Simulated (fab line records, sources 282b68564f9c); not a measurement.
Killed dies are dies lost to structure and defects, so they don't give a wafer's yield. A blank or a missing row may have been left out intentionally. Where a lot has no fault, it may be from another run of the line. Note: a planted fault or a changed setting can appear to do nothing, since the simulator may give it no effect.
fab line records    flow rit-cmos
record lots=5  wafers=15  last-day=6
route steps=202 shown M1@184
lots with no fault: from the same line, run without faults
start-h: hours from the record's opening day to when the first of the lot's shown wafers began    wait-h: hours elapsed since this lot's preceding step    " repeats the value in the row above    L1.1+2: a row that stands for several wafers    - value missing, or start not given    * or withheld: withheld    < > ~ a bound
route shown NAME@n: NAME is a module with steps in the file, n the number in the route of the first one    usual: the fault-free wafers' mean and standard deviation    same: alike in all rows    chamber/n: place in a boat    sites: readings site by site    _std_site: how widely they spread, as a standard deviation    _edge_site: inner sites' mean taken away from outer sites' mean    radius-mm: for every site, how far away it sits from the centre of the wafer    mask NAME#n: copy n    behind: the most recent tool/chamber to have shaped the wafer    hold: why the lot went on hold/how many hours it stayed there/how the hold came to an end    device: the transistor (n, p or np) that didn't switch    end of line: the tests these same wafers got at the end of their route    step lacking rows: just its recipe    killed: not the wafer's yield, but the dies lost to structure and defects at the first sort    map: a wafer's dies, marking killed ones x, the rest . and places with no die _
set.NAME: the run value of the setting; set.NAME@STEP: its run value at that earlier step    model.NAME: the simulator's own value behind a step, which no gauge read
lots seen at some steps along the route; tables by step, rows by wafer
services: from which hour (start-h, from the record's first day; less than 0 if before it) a tool's chamber was out of use, for how many hours, and why
## steps
# step RIT_M1_SPUTTER_00
# recipe material=Al  target-thk-nm=400  power-w=2000  chamber-pressure-pa=0.4  gas=Ar  time-s=500  substrate-temp-c=25
# usual chamber-pressure-pa=0.4001/0.00087  throttle-valve-pct=30.0/1.1
lot.wafer  tool            chamber  start-h  wait-h  chamber-pressure-pa  throttle-valve-pct
L525.1     pvd-sputter-02  -        68.07    0.0     0.3987               29.8
L525.3     "               -        "        "       0.4009               29.1
L525.5     "               -        "        "       0.3999               29.6
L527.1     pvd-sputter-04  -        71.18    0.0     0.3997               32.9
L527.2     "               -        "        "       0.3994               29.4
L527.5     "               -        "        "       0.4007               29.2
L532.3     pvd-sputter-04  -        98.67    0.0     0.4003               30.8
L532.4     "               -        "        "       0.3994               29.5
L532.6     "               -        "        "       0.3999               29.5
L533.2     pvd-sputter-02  -        105.15   0.0     0.3993               29.4
L533.4     "               -        "        "       0.4001               30.2
L533.5     "               -        "        "       0.3982               29.1
L539.2     pvd-sputter-03  -        131.29   0.0     0.3994               29.9
L539.4     "               -        "        "       0.4002               29.3
L539.5     "               -        "        "       0.4002               29.5
# step RIT_M1_RS_MEAS_01
# recipe thk-meas-gauge=four-point-probe  reads=Al_of_M1_SPUTTER_00
# usual M1_AL_RS=0.0735/0.00081
lot.wafer  tool           chamber  start-h  wait-h  M1_AL_RS[ohm/sq]
L525.1     film-metro-04  -        68.36    0.1     0.0736
L525.3     "              -        "        "       0.0735
L525.5     "              -        "        "       0.0738
L527.1     film-metro-03  -        71.51    0.2     0.0724
L527.2     "              -        "        "       0.0733
L527.5     "              -        "        "       0.0742
L532.3     film-metro-03  -        99.01    0.2     0.0738
L532.4     "              -        "        "       0.0731
L532.6     "              -        "        "       0.0734
L533.2     film-metro-02  -        105.47   0.2     0.0740
L533.4     "              -        "        "       0.0740
L533.5     "              -        "        "       0.0741
L539.2     film-metro-04  -        131.60   0.2     0.0741
L539.4     "              -        "        "       0.0731
L539.5     "              -        "        "       0.0743
# step RIT_M1_THK_MEAS_02
# recipe thk-meas-gauge=xrf  reads=Al_of_M1_SPUTTER_00
# usual M1_AL_THK=394/5
lot.wafer  tool           chamber  start-h  wait-h  M1_AL_THK[nm]
L525.1     film-metro-04  -        68.48    0.1     394
L525.3     "              -        "        "       393
L525.5     "              -        "        "       393
L527.1     film-metro-03  -        71.63    0.1     402
L527.2     "              -        "        "       395
L527.5     "              -        "        "       392
L532.3     film-metro-03  -        99.11    0.1     396
L532.4     "              -        "        "       399
L532.6     "              -        "        "       398
L533.2     film-metro-02  -        105.58   0.1     392
L533.4     "              -        "        "       391
L533.5     "              -        "        "       389
L539.2     film-metro-04  -        131.71   0.1     395
L539.4     "              -        "        "       400
L539.5     "              -        "        "       394
# step RIT_M1_HMDS_03
# recipe prime-time-s=60  prime-temp-c=140
# step RIT_M1_COAT_04
# recipe resist=NOVOLAK  spin-rpm=2000  resist-thk-nm=1300
# step RIT_M1_SOFTBAKE_05
# recipe resist=NOVOLAK  temp-c=90  time-s=60
# step RIT_M1_EXPOSE_06
# recipe mask-id=M12  na=0.6  source-shape=conventional  sigma-outer=0.5  target-cd-nm=2600  dose-mj=250
# step RIT_M1_PEB_07
# recipe resist=NOVOLAK  temp-c=withheld  time-s=withheld
# step RIT_M1_DEVELOP_08
# recipe resist=NOVOLAK  develop-time-s=69.05  dev-temp-c=23
# step RIT_M1_CD_MEAS_09
# recipe target-cd-nm=2600
# usual cd-nm=2600.4/2.2
lot.wafer  tool       chamber  start-h  wait-h  cd-nm
L525.1     cd-sem-02  -        69.78    -       2600.2
L525.3     "          -        "        "       2603.4
L525.5     "          -        "        "       2601.6
L527.1     cd-sem-01  -        72.69    -       2598.0
L527.2     "          -        "        "       2600.0
L527.5     "          -        "        "       2599.7
L532.3     cd-sem-02  -        100.26   -       2601.8
L532.4     "          -        "        "       2599.6
L532.6     "          -        "        "       2599.6
L533.2     cd-sem-02  -        106.53   -       2599.7
L533.4     "          -        "        "       2603.7
L533.5     "          -        "        "       2602.6
L539.2     cd-sem-01  -        132.66   -       2600.7
L539.4     "          -        "        "       2602.8
L539.5     "          -        "        "       2602.4
# step RIT_M1_OVL_MEAS_10
# usual M1_OVL=0.6/1.3
lot.wafer  tool        chamber  start-h  wait-h  M1_OVL[nm]
L525.1     overlay-01  -        69.90    0.1     1.4
L525.3     "           -        "        "       2.3
L525.5     "           -        "        "       1.1
L527.1     overlay-02  -        72.81    0.1     2.4
L527.2     "           -        "        "       2.9
L527.5     "           -        "        "       2.6
L532.3     overlay-01  -        100.35   0.1     0.6
L532.4     "           -        "        "       3.1
L532.6     "           -        "        "       -0.8
L533.2     overlay-01  -        106.63   0.1     -1.2
L533.4     "           -        "        "       -3.0
L533.5     "           -        "        "       -2.3
L539.2     overlay-01  -        132.77   0.1     1.1
L539.4     "           -        "        "       1.9
L539.5     "           -        "        "       2.4
# step RIT_M1_HARDBAKE_11
# recipe resist=NOVOLAK  temp-c=140  time-s=120
# step RIT_M1_METAL_ETCH_12
# recipe stop-on=SiO2  chemistry=Cl2/BCl3  target=Al  time-s=165  over-etch-frac=0.5  pressure-mtorr=100  target-depth-a=6000  rf-w=250  Cl2_flow_sccm=60  bcl3-flow-sccm=50
# usual drypump-motor-current-A=5.9/0.36  oes-product-au=0.781/0.02  rf-fwd-power-W=249.0/0.83  run-length-s=193.0/0.59  throttle-valve-pct=8.22/0.052
lot.wafer  tool          chamber  start-h  wait-h  drypump-motor-current-A  oes-product-au  rf-fwd-power-W  rf-hours-counter-h  run-length-s  throttle-valve-pct  model.NOVOLAK_of_M1_COAT_04.thk-nm  model.M1.feature-depth-nm  model.SiO2_of_CONTACT_CVD_00.thk-nm
L525.1     rie-metal-03  1        70.29    0.2     6.0                      0.804           248.4           1                   193.1         8.22                810.7                               431.3                      366.5
L525.3     "             1        "        "       6.0                      0.805           248.7           -                   192.9         8.21                808.6                               431.3                      363
L525.5     "             1        "        "       6.0                      0.815           248.2           -                   192.9         8.20                809.5                               430                        367.6
L527.1     rie-metal-01  1        73.10    0.2     5.7                      0.791           249.5           38                  194.6         8.27                805.3                               437.4                      356.1
L527.2     "             0        "        "       6.2                      0.759           248.3           34                  192.2         8.21                803.1                               432.2                      359
L527.5     "             0        "        "       6.2                      0.760           248.1           -                   192.3         8.20                805.6                               428.4                      357.7
L532.3     rie-metal-02  1        100.68   0.2     6.1                      0.753           249.3           -                   193.8         8.23                819                                 429.4                      359.4
L532.4     "             0        "        "       6.4                      0.782           249.0           -                   192.9         8.26                806.6                               433.5                      368
L532.6     "             0        "        "       6.4                      0.778           249.3           -                   192.9         8.25                810.1                               432.3                      366.1
L533.2     rie-metal-03  1        106.91   0.2     6.0                      0.700           248.3           1                   239.2         8.22                705.9                               439.8                      349.9
L533.4     "             1        "        "       6.0                      0.706           249.1           -                   239.4         8.24                706.3                               439.6                      357.3
L533.5     "             0        "        "       5.4                      0.792           248.5           -                   192.5         8.14                794                                 430.2                      367.5
L539.2     rie-metal-01  0        133.05   0.2     6.2                      0.759           247.5           35                  192.3         8.22                806.6                               428.7                      358.8
L539.4     "             0        "        "       6.2                      0.770           248.3           -                   192.4         8.21                809.5                               434.4                      358.9
L539.5     "             0        "        "       6.2                      0.756           247.4           -                   192.4         8.22                808.7                               428.5                      358.9
# step RIT_M1_STRIP_13
# recipe chemistry=nmp  resist=NOVOLAK  temp-c=80  time-s=600  dry=n2-spin
# step RIT_M1_STRIP_14
# recipe chemistry=O2  time-s=180  platen-temp-c=withheld  power-w=500  pressure-mtorr=4000  o2-flow-sccm=4000
# usual drypump-motor-current-A=5.9/0.54
lot.wafer  tool             chamber  start-h  wait-h  drypump-motor-current-A  rf-hours-counter-h
L525.1     plasma-asher-02  0        70.63    0.0     6.4                      43
L525.3     "                1        "        "       6.4                      -
L525.5     "                0        "        "       6.5                      -
L527.1     plasma-asher-02  0        73.44    0.0     6.4                      43
L527.2     "                1        "        "       6.4                      43
L527.5     "                0        "        "       6.5                      -
L532.3     plasma-asher-03  1        101.02   0.1     5.1                      -
L532.4     "                0        "        "       5.2                      -
L532.6     "                1        "        "       5.1                      -
L533.2     plasma-asher-02  0        107.27   0.0     6.5                      47
L533.4     "                1        "        "       6.4                      -
L533.5     "                1        "        "       6.4                      -
L539.2     plasma-asher-01  1        133.39   0.0     5.7                      43
L539.4     "                1        "        "       5.8                      -
L539.5     "                0        "        "       6.0                      -
# step RIT_M1_CD_MEAS_90
# recipe target-cd-nm=2600
# usual cd-nm=2600.4/2.5
lot.wafer  tool       chamber  start-h  wait-h  cd-nm
L525.1     cd-sem-01  -        70.80    0.1     2598.0
L525.3     "          -        "        "       2600.6
L525.5     "          -        "        "       2599.1
L527.1     cd-sem-01  -        73.61    0.1     2597.4
L527.2     "          -        "        "       2599.6
L527.5     "          -        "        "       2599.2
L532.3     cd-sem-02  -        101.23   0.2     2603.4
L532.4     "          -        "        "       2597.1
L532.6     "          -        "        "       2597.5
L533.2     cd-sem-02  -        107.46   0.1     2591.5
L533.4     "          -        "        "       2593.4
L533.5     "          -        "        "       2602.1
L539.2     cd-sem-02  -        133.58   0.1     2600.7
L539.4     "          -        "        "       2602.5
L539.5     "          -        "        "       2602.2
# step RIT_M1_ANNEAL_15
# recipe temp-c=450  time-s=1800  ambient=forming_gas_H2N2
# step RIT_M1_PROBE_99
# usual defect-limited-yield=97.5/1.1  killed-at-contacts=0.1/0.23  killed-at-front-end=6.6/2.8  killed-dies=6.6/2.8  killed-open=3.3/2  killed-short=3.2/1.7  sort_bin_3_pad_short=0.1/0.18  sort_bin_5_function=1.4/0.84  sort_bin_6_memory=1.0/0.64  sort-n-pass=257.4/2.8  sort-yield-pct=97.5/1.1
# same gross-dies=264  killed_at_M0_to_M3=0  killed_at_M4_up=0  killed-at-back-side=0  killed-at-other=0
lot.wafer  tool       chamber  start-h  wait-h  defect-limited-yield[%]  killed-at-contacts  killed-at-front-end  killed-dies  killed-open  killed-short  sort_bin_3_pad_short[%]  sort_bin_5_function[%]  sort_bin_6_memory[%]  sort-n-pass  sort-yield-pct[%]  model.etest.antenna-m1.vt-shift-v
L525.1     prober-02  -        72.54    0.1     98.1                     0                   5                    5            1            4             0.4                      0.8                     0.8                   259.0        98.1               -0.01369
L525.3     prober-02  -        72.64    0.2     95.8                     0                   11                   11           5            6             0.4                      2.7                     1.1                   253.0        95.8               -0.008954
L525.5     prober-02  -        72.74    0.2     98.5                     0                   4                    4            3            1             0.4                      0.8                     0.4                   260.0        98.5               -0.01518
L527.1     prober-02  -        76.41    0.1     97.0                     0                   8                    8            6            2             0                        1.5                     1.5                   256.0        97.0               -0.00693
L527.2     prober-02  -        76.46    0.1     97.0                     0                   8                    8            6            2             0                        2.7                     0.4                   256.0        97.0               -0.01294
L527.5     prober-02  -        76.61    0.2     97.3                     0                   7                    7            4            3             0                        0.4                     2.3                   257.0        97.3               -0.01379
L532.3     prober-01  -        103.03   0.2     97.7                     0                   6                    6            3            3             0                        1.9                     0.4                   258.0        97.7               -0.01077
L532.4     prober-01  -        103.08   0.2     97.3                     0                   7                    7            5            2             0                        1.1                     1.5                   257.0        97.3               -0.009697
L532.6     prober-01  -        103.18   0.2     97.7                     0                   6                    6            2            4             0                        1.5                     0.8                   258.0        97.7               -0.01001
L533.2     prober-01  -        109.23   0.1     98.1                     0                   5                    5            1            4             0                        0.8                     1.1                   259.0        98.1               -0.02287
L533.4     prober-01  -        109.33   0.2     98.1                     0                   5                    5            1            4             0.4                      1.1                     0.4                   259.0        98.1               -0.02085
L533.5     prober-01  -        109.38   0.2     98.5                     0                   4                    4            2            2             0.4                      0.4                     0.8                   260.0        98.5               -0.01063
L539.2     prober-02  -        135.35   0.1     97.7                     1                   5                    6            4            2             0                        1.5                     0.8                   258.0        97.7               -0.01435
L539.4     prober-02  -        135.45   0.2     97.7                     0                   6                    6            2            4             0                        1.5                     0.8                   258.0        97.7               -0.00905
L539.5     prober-02  -        135.50   0.2     98.5                     0                   4                    4            0            4             0.4                      0                       1.1                   260.0        98.5               -0.01215
# killed by level:class
L525.1 SILICIDE:geometric-particle:short=2 FOX1:geometric-particle:short=1 GATE:geometric-particle:open=1 GATE:geometric-particle:short=1
L525.3 SPACER:geometric-particle:short=3 FOX1:geometric-particle:open=2 SILICIDE:geometric-particle:short=2 GATE:geometric-particle:short=1 GATE:geometric-particle:open=1 SPACER:geometric-particle:open=1 SILICIDE:geometric-particle:open=1
L525.5 REOX:geometric-particle:open=2 REOX:geometric-particle:short=1 SILICIDE:geometric-particle:open=1
L527.1 REOX:geometric-particle:open=3 GATE:geometric-particle:open=2 FOX1:geometric-particle:short=1 FOX1:geometric-particle:open=1 REOX:geometric-particle:short=1
L527.2 GATE:geometric-particle:open=4 GATE:geometric-particle:short=2 SPACER:geometric-particle:open=1 SILICIDE:geometric-particle:open=1
L527.5 GATE:geometric-particle:open=4 GATE:geometric-particle:short=3
L532.3 GATE:geometric-particle:short=2 FOX1:geometric-particle:open=1 FOX2:geometric-particle:short=1 GATE:geometric-particle:open=1 SILICIDE:geometric-particle:open=1
L532.4 GATE:geometric-particle:short=2 REOX:geometric-particle:open=2 GATE:geometric-particle:open=1 SPACER:geometric-particle:open=1 SILICIDE:geometric-particle:open=1
L532.6 GATE:geometric-particle:short=3 FOX1:geometric-particle:short=1 SPACER:geometric-particle:open=1 SILICIDE:geometric-particle:open=1
L533.2 FOX2:geometric-particle:short=2 GATE:geometric-particle:short=1 GATE:geometric-particle:open=1 SPACER:geometric-particle:short=1
L533.4 SPACER:geometric-particle:short=2 FOX1:geometric-particle:short=1 GATE:geometric-particle:open=1 REOX:geometric-particle:short=1
L533.5 FOX2:geometric-particle:open=1 GATE:geometric-particle:open=1 REOX:geometric-particle:short=1 SILICIDE:geometric-particle:short=1
L539.2 FOX1:geometric-particle:short=1 FOX1:geometric-particle:open=1 FOX2:geometric-particle:open=1 REOX:geometric-particle:open=1 SPACER:geometric-particle:short=1 CONTACT:geometric-particle:open=1
L539.4 FOX1:geometric-particle:short=2 FOX1:geometric-particle:open=1 SPACER:geometric-particle:short=1 SILICIDE:geometric-particle:short=1 SILICIDE:geometric-particle:open=1
L539.5 FOX1:geometric-particle:short=2 FOX2:geometric-particle:short=1 SILICIDE:geometric-particle:short=1
## services
tool             chamber  start-h  hours  kind
plasma-asher-02  -        47.53    0.5    repair
plasma-asher-03  -        52.89    14.6   pm
rie-metal-03     1        89.01    12.3   repair
rie-metal-01     -        103.40   14.6   pm
plasma-asher-02  -        121.22   0.5    repair
## key
first-sign step=RIT_M1_METAL_ETCH_12  reading=run-length-s  direction=up  sigmas=78  usual=*  struck=*
effect step=RIT_M1_METAL_ETCH_12  reading=oes-product-au  direction=down  sigmas=3.8  usual=0.781  struck=0.703
effect step=RIT_M1_CD_MEAS_90  reading=cd-nm  direction=down  sigmas=3.1  usual=2600.4  struck=2592.5
model-effect step=RIT_M1_METAL_ETCH_12  value=NOVOLAK_of_M1_COAT_04.thk-nm  without=799.5  struck=706.1
model-effect step=RIT_M1_PROBE_99  value=etest.antenna-m1.vt-shift-v  without=-0.01303  struck=-0.02186
met-at RIT_M1_METAL_ETCH_12
struck-wafers L533.2,L533.4
onset-between 70.29 106.91
fault kind=process-parameter-drift  tool=rie-metal-03  chamber=1  onset-h=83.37  steps=RIT_M1_METAL_ETCH_12  channel=time-s  offset=*  shape=step  end-h=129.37  stated=*
